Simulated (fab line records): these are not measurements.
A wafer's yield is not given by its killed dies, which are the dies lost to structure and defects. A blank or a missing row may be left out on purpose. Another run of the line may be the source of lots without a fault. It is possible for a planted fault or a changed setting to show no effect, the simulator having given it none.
2 desks looking at one fault -- flow rit cmos -- every desk sees just its own numbers, and what lay behind them comes last

AT THE TOOL OWNER'S DESK: lpcvd-01
The tool's own readings at RIT_ACTIVE_CVD_03 (deposits Si3N4 from SiH2Cl2/NH3, target thk 150 nm, time 1500 s): means of the sampled wafers that have a number, for each lot that ran on this tool. The brackets show how far a lot's mean lies from the usual mean; more than 4 standard deviations puts the lot out of limits, marked OUT.
Columns: A = spike tc load C at RIT_ACTIVE_CVD_03, usual 834.2 C; B = zone power centre pct at RIT_ACTIVE_CVD_03, usual 37.0 %
lot,first seen here,A,B
L396,day 1 13:08,833.8,38.6
L397,day 1 17:11,832.2,38.9
L398,day 2 00:23,833.5,38.4
L399,day 2 03:07,834.0,38.6
L401,day 2 15:33,836.5,34.5
L408,day 4 01:33,833.8,38.6
Result from this desk: across the 6 lots, nothing is out of limits.

METROLOGY DESK
Means of the sampled wafers that have a number, per lot and without regard to the tool the lot ran on: this is what the gauges read. The brackets show how far a lot's mean lies from the usual mean; more than 4 standard deviations puts the lot out of limits, marked OUT.
Columns: A = ACTIVE_OXIDE_THK at RIT_ACTIVE_THK_MEAS_02, usual 47.2 nm; B = ACTIVE_NITRIDE_THK at RIT_ACTIVE_THK_MEAS_04, usual 149.6 nm; C = GATE_POLY_THK at RIT_GATE_THK_MEAS_09, usual 250.4 nm
lot,first seen here,A,B,C
L396,day 1 13:05,46.0,150.8,255.4
L397,day 1 17:07,46.4,150.9,248.9
L398,day 2 00:08,47.7,150.5,248.4
L399,day 2 03:04,46.0,151.0,252.6
L401,day 2 15:30,47.0,150.8,247.2
L408,day 4 01:07,47.8,220.8 (+51) OUT,-
L409,day 4 06:04,47.9,150.3,252.3
L412,day 4 20:05,48.6,147.6,253.6
L413,day 5 01:05,47.0,147.5,252.1
L414,day 5 06:41,46.6,148.7,250.4
L417,day 5 22:13,46.8,148.4,249.4
L418,day 6 02:05,47.7,149.1,250.1
L419,day 6 09:05,48.1,150.0,251.2
Finding of this desk: L408 out of limits, first seen on L408 at day 4 02:58 (ACTIVE_NITRIDE_THK at RIT_ACTIVE_THK_MEAS_04). In limits: L396, L397, L398, L399, L401, L409, L412, L413, L414, L417, L418, L419.

TAKEN TOGETHER
Metrology desk: alarm possible at day 4 02:58 on L408.
Nothing out of limits was seen by the tool owner's desk.
The tool owner's desk has L408 on record, within its limits.
All the named lots went through RIT_ACTIVE_CVD_03 on lpcvd-01.

WHAT WAS PUT IN BY THE SIMULATOR
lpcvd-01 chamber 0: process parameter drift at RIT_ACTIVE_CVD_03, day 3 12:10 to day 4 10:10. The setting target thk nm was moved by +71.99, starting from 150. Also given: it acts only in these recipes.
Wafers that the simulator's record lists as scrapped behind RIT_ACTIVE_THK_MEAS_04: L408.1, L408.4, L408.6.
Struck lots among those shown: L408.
Delay in hours, fault start to first out-of-limits reading, per desk: metrology desk 15.
